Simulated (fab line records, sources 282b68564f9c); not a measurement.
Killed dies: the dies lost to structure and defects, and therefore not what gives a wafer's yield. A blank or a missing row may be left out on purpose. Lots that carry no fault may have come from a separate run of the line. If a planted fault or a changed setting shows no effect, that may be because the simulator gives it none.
Problem report, 8D (eight disciplines) form, completed by code | flow rit cmos | the parts of the form that need people (team, actions taken, sign-off) are left out

== 1. THE PROBLEM ==
Mean of heater power total W at RIT_CONTACT_SOFTBAKE_04: 35.41 W across 6 wafers in 2 lots; on wafers with no fault it is 34.56 W (standard deviation 0.048). Relative to the usual mean, that is a shift of +18 standard deviations.
The step: time 60 s.
First seen on wafer L941.2, day 6 11:46, on litho track-03. The record holds 42 wafers of 14 lots with a number at this step. The rule behind "out" and "out of limits": a value lying over 4 standard deviations away from the usual mean. Any other wafer with a number is counted as sound.

== 2. WHAT THIS IS AND IS NOT ==
question                    | is                                 | is not
which readings at this step | heater power total W, plate temp C | -
which lots                  | L941, L942                         | L927, L928, L929, L930, L931, L932, L933, L934, L935, L943, L948, L949
which wafers of those lots  | all that have a number             | -
read on which tools         | litho track-03                     | litho track-01, litho track-04
when                        | from day 6 11:46                   | up to then (27 sound wafers); but 9 sound wafers of L943, L948, L949 came after

== 3. SUSPECTS, AND WHAT RULES EACH OUT ==
Counting: a tool at a process step up to the reading stays a suspect if it ran every lot that is out and no sound lot after the first of them.
- litho track-03 at RIT_CONTACT_SOFTBAKE_04 (time 60 s): kept. Every lot that is out went through it, starting with L941 (day 6 11:46), and after that it ran no sound lot; the last sound lot it ran before then is L934 (day 4 16:37). Out on those wafers are its own readings of heater power total W, plate temp C.
The count leaves litho track-03 at RIT_CONTACT_SOFTBAKE_04.

== 4. THE CAUSE (what the simulator had put in) ==
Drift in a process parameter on litho track-03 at RIT_CONTACT_SOFTBAKE_04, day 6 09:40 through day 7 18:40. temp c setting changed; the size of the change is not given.
Counting left only this tool.

== 5. THE CHAIN OF EFFECTS, in route order ==
One row per reading whose mean, taken over the struck wafers that have a number, lies over 3 standard deviations from the usual. Only readings for which the record gives a usual standard deviation are gone through. hours: the time from each lot's start at the first step in this table that gives one to its start at this step, as a median over the lots. sigmas: the change in usual standard deviations.
hours | step                    | reading              | usual   | on struck wafers | change | sigmas
0     | RIT_CONTACT_SOFTBAKE_04 | heater power total W | 34.56 W | 35.41            | +0.85  | +18
0     | RIT_CONTACT_SOFTBAKE_04 | plate temp C         | 89.98 C | 91.51            | +1.53  | +13
Its process steps:
- RIT_CONTACT_SOFTBAKE_04: time 60 s.

== 6. WHAT WOULD HAVE CAUGHT IT SOONER ==
The fault began at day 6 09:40; the first out-of-limits reading in this record came at day 6 11:46, 2 hours later.
